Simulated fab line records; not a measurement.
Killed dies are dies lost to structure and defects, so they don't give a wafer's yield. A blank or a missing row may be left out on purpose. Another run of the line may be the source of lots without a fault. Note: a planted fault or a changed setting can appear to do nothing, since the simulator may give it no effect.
Struck lot and sound lot, side by side :: flow rit_cmos :: 15 steps out of a route of 202
Sound: these wafers, L975.1, L975.2, L975.5. The struck wafers were L983.1, L983.4, L983.5. The cause comes at the end.
Per side, at each step with rows, come the tool, then ch with its chambers, and then its first start. Under that, the readings that differ: sound wafers :: struck wafers :: difference of the means :: sigmas: that difference in standard deviations of wafers without a fault.
alike: readings with means less than 2 such deviations apart, plus words and numbers identical on both sides. not compared: withheld readings, readings lacking a value on some wafer, bounds such as >300 that could conceal the same value, and numbers that have no deviation in the record and whose values overlap.
Wherever a step has rows on one side only, a row that says differs or no value, or a row with sigmas, the two part there. Numbers that have no deviation but don't overlap get no sigmas and don't part them. A reading that every wafer of one side lacks parts them only if that side has two wafers or more.

first, 1 step without rows for these wafers: RIT_ACTIVE_OXIDATION_01 (target thk 46.8 nm, ox time 3360 s).
RIT_ACTIVE_THK_MEAS_02:
  sound on film_metro-03 at day 3 14:25; struck on film_metro-03 at day 5 06:03
  alike: ACTIVE_OXIDE_THK
then, 1 step without rows for these wafers: RIT_ACTIVE_CVD_03 (deposits Si3N4 from SiH2Cl2/NH3, target thk 150 nm, time 1500 s).
RIT_ACTIVE_THK_MEAS_04:
  sound on film_metro-02 at day 3 15:53; struck on film_metro-03 at day 5 07:32
reading: ACTIVE_NITRIDE_THK (nm)
sound: 149.7 148.7 149.1
struck: 145.3 145.3 146.5
difference: -3.5
sigmas: -2
then, 6 steps without rows for these wafers: RIT_ACTIVE_HMDS_05 (prime time 60 s); RIT_ACTIVE_COAT_06 (resist thk 1000 nm); RIT_ACTIVE_SOFTBAKE_07 (time 60 s); RIT_ACTIVE_EXPOSE_08 (exposes mask M1, target cd 1400 nm); RIT_ACTIVE_PEB_09; RIT_ACTIVE_DEVELOP_10 (develop time 50 s).
RIT_ACTIVE_CD_MEAS_11 targets a cd of 1400 nm.
  sound on cd_sem-01 at day 3 17:06; struck on cd_sem-01 at day 5 08:34
  alike: cd_nm
then, 1 step without rows for these wafers: RIT_ACTIVE_HARDBAKE_12 (time 60 s).
RIT_ACTIVE_ETCH_13: etches Si3N4 in SF6, stops on SiO2, time 210 s, target depth 210 nm.
  sound on rie_diel-04 ch 0,3, day 3 17:29; struck on rie_diel-04 ch 2,3, day 5 08:50
reading: chamber_pressure_mTorr (mTorr)
sound: 259.69 259.58 259.90
struck: 207.99 207.87 208.13
difference: -51.73
sigmas: -99 or more
  alike: drypump_motor_current_A, oes_product_au, throttle_valve_pct
  not compared: rf_hours_counter_h
RIT_ACTIVE_STRIP_14: strips in O2, time 180 s.
  sound on plasma_asher-01 ch 0,1, day 3 17:37; struck on plasma_asher-04 ch 1, day 5 08:58
  alike: drypump_motor_current_A
  not compared: rf_hours_counter_h
-- the record jumps here: 3 days lie between the struck wafers' starts before and after (it left off in module ACTIVE and takes up again in module M1, whose first step shown is number 202 of the route) --
RIT_M1_PROBE_99:
  sound on prober-02 at day 5 17:13; struck on prober-02 at day 7 22:23
  alike: killed_at_contacts, killed_at_front_end, killed_dies, killed_open, killed_short

== WHERE THEY PART ==
First at RIT_ACTIVE_THK_MEAS_04; last, within this record, at RIT_ACTIVE_ETCH_13. Later steps at which nothing parts them and some readings are alike: RIT_ACTIVE_STRIP_14, RIT_M1_PROBE_99.

WHY: whatever the simulator had introduced
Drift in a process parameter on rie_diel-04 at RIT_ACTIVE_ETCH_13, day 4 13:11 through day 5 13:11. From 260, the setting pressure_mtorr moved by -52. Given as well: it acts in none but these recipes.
